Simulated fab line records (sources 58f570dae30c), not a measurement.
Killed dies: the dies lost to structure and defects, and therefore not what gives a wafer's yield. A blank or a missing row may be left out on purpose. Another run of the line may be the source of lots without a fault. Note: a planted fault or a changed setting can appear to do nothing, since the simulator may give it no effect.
Which of the tools did it? / flow berkeley_cmos170 / Sampling: 13 lots, 39 wafers, 3 of 331 route steps

## WHAT THE GAUGES READ, wafer by wafer
UCB170_NSD_CD_MEAS_06: target cd 1200 nm.
lot=L954; measured=day 8 01:02; on=cd_sem-02; cd_nm (nm)=1199.9 1199.4 1199.0
lot=L956; measured=day 8 07:16; on=cd_sem-02; cd_nm (nm)=1198.7 1198.5 1199.0
lot=L960; measured=day 9 04:07; on=cd_sem-01; cd_nm (nm)=1199.1 1199.7 1198.0
lot=L961; measured=day 9 12:51; on=cd_sem-01; cd_nm (nm)=1200.2 1200.3 1199.7
lot=L963; measured=day 9 12:58; on=cd_sem-02; cd_nm (nm)=1200.9 1201.4 1198.3
lot=L964; measured=day 9 13:14; on=cd_sem-02; cd_nm (nm)=- - -
lot=L962; measured=day 9 13:31; on=cd_sem-02; cd_nm (nm)=1199.1 1201.0 1199.6
lot=L965; measured=day 10 03:59; on=cd_sem-01; cd_nm (nm)=1200.8 1200.0 1200.7
lot=L966; measured=day 11 00:23; on=cd_sem-02; cd_nm (nm)=1200.3 1202.2 1201.3
lot=L967; measured=day 11 00:41; on=cd_sem-01; cd_nm (nm)=1200.7 1199.6 1200.0
lot=L972; measured=day 11 14:25; on=cd_sem-01; cd_nm (nm)=1200.9 1199.3 1200.9
lot=L973; measured=day 12 06:41; on=cd_sem-02; cd_nm (nm)=1200.4 1200.5 1202.6
lot=L975; measured=day 12 20:47; on=cd_sem-01; cd_nm (nm)=1199.4 1200.2 1200.7

UCB170_NSD_TW_MEAS_10.
lot=L954; measured=day 8 01:27; on=film_metro-03; NSD_TW=4111 4127 4137
lot=L956; measured=day 8 07:40; on=film_metro-02; NSD_TW=4194 4215 4216
lot=L960; measured=day 9 04:31; on=film_metro-01; NSD_TW=4155 4141 4147
lot=L961; measured=day 9 13:16; on=film_metro-02; NSD_TW=4196 4205 4191
lot=L963; measured=day 9 13:21; on=film_metro-02; NSD_TW=4176 4188 4190
lot=L964; measured=day 9 13:39; on=film_metro-02; NSD_TW=30 30 30 30 30 30
lot=L962; measured=day 9 13:54; on=film_metro-02; NSD_TW=4187 4183 4206
lot=L965; measured=day 10 04:23; on=film_metro-03; NSD_TW=4125 4143 4115
lot=L966; measured=day 11 00:48; on=film_metro-01; NSD_TW=4144 4169 4132
lot=L967; measured=day 11 01:05; on=film_metro-03; NSD_TW=4107 4116 4118
lot=L972; measured=day 11 14:49; on=film_metro-01; NSD_TW=4141 4139 4123
lot=L973; measured=day 12 07:05; on=film_metro-02; NSD_TW=4202 4167 4180
lot=L975; measured=day 12 21:11; on=film_metro-01; NSD_TW=4123 4109 4122

## EACH LOT AND THE TOOL THAT RAN IT (in order: tool; ch and the chambers of the sampled wafers; start)
lot=L954; UCB170_NSD_EXPOSE_03=krf_scanner-01 ch 0, day 8 00:39
lot=L956; UCB170_NSD_EXPOSE_03=krf_scanner-01 ch 0, day 8 06:43
lot=L960; UCB170_NSD_EXPOSE_03=krf_scanner-02 ch 0, day 9 03:43
lot=L961; UCB170_NSD_EXPOSE_03=krf_scanner-02 ch 0, day 9 11:41
lot=L963; UCB170_NSD_EXPOSE_03=krf_scanner-01 ch 0, day 9 12:11
lot=L964; UCB170_NSD_EXPOSE_03=krf_scanner-02 ch 0, day 9 12:25
lot=L962; UCB170_NSD_EXPOSE_03=krf_scanner-02 ch 0, day 9 12:36
lot=L965; UCB170_NSD_EXPOSE_03=krf_scanner-01 ch 0, day 10 03:36
lot=L966; UCB170_NSD_EXPOSE_03=krf_scanner-02 ch 0, day 10 23:20
lot=L967; UCB170_NSD_EXPOSE_03=krf_scanner-02 ch 0, day 11 00:03
lot=L972; UCB170_NSD_EXPOSE_03=krf_scanner-02 ch 0, day 11 13:23
lot=L973; UCB170_NSD_EXPOSE_03=krf_scanner-01 ch 0, day 12 06:17
lot=L975; UCB170_NSD_EXPOSE_03=krf_scanner-02 ch 0, day 12 20:23
- UCB170_NSD_EXPOSE_03: exposes mask NSELECT MOD, target cd 1200 nm.

## AS READ BY THE TOOLS THEMSELVES (means over the sampled wafers that have a number; for cases with no such wafer, the mark the record gives instead)
UCB170_NSD_EXPOSE_03.
lot=L954; tool=krf_scanner-01; reticle_temp_C (C)=22.93
lot=L956; tool=krf_scanner-01; reticle_temp_C (C)=23.03
lot=L960; tool=krf_scanner-02; reticle_temp_C (C)=23.00
lot=L961; tool=krf_scanner-02; reticle_temp_C (C)=22.86
lot=L963; tool=krf_scanner-01; reticle_temp_C (C)=23.00
lot=L964; tool=krf_scanner-02; reticle_temp_C (C)=23.06
lot=L962; tool=krf_scanner-02; reticle_temp_C (C)=23.01
lot=L965; tool=krf_scanner-01; reticle_temp_C (C)=23.03
lot=L966; tool=krf_scanner-02; reticle_temp_C (C)=22.93
lot=L967; tool=krf_scanner-02; reticle_temp_C (C)=23.05
lot=L972; tool=krf_scanner-02; reticle_temp_C (C)=22.97
lot=L973; tool=krf_scanner-01; reticle_temp_C (C)=22.96
lot=L975; tool=krf_scanner-02; reticle_temp_C (C)=23.03

## THE ANSWER, worked out from the rows above alone
Rule: the usual values come from the lots themselves. Put in order of their means at a reading, lots are off if they are a third of the lots or fewer, leave a main group of 4 or more, and stand apart from it by a gap of 3 or more times the standard deviation of the main group's means; of several such gaps the widest counts. Not used: any main group whose means are identical at the precision the tables above print for the reading. Also off: a lot with no number at a reading for which 4 or more lots have one. Where the step has rows for the other lots, those lots are counted as sound. Order of review: gauges by route order, followed by the tools' own readings, for which a lot's mean as printed above is used. At the first step where some lot is off, the reading lying furthest off is the one used; lots without a number count as furthest.
Off: L964 (UCB170_NSD_CD_MEAS_06, cd_nm). Without a number there: L964. The main group has a mean of 1200.1 nm with a standard deviation of 0.73.
If a tool, at a process step before that reading, ran all the lots that are off and no sound lot after the first of them, it fits. The gauges at UCB170_NSD_CD_MEAS_06 aren't tried: what is off there is off at UCB170_NSD_TW_MEAS_10 too, on other tools, and a gauge's error can't cause that. Of those tried, none fits.

## WHAT THE SIMULATOR PUT IN
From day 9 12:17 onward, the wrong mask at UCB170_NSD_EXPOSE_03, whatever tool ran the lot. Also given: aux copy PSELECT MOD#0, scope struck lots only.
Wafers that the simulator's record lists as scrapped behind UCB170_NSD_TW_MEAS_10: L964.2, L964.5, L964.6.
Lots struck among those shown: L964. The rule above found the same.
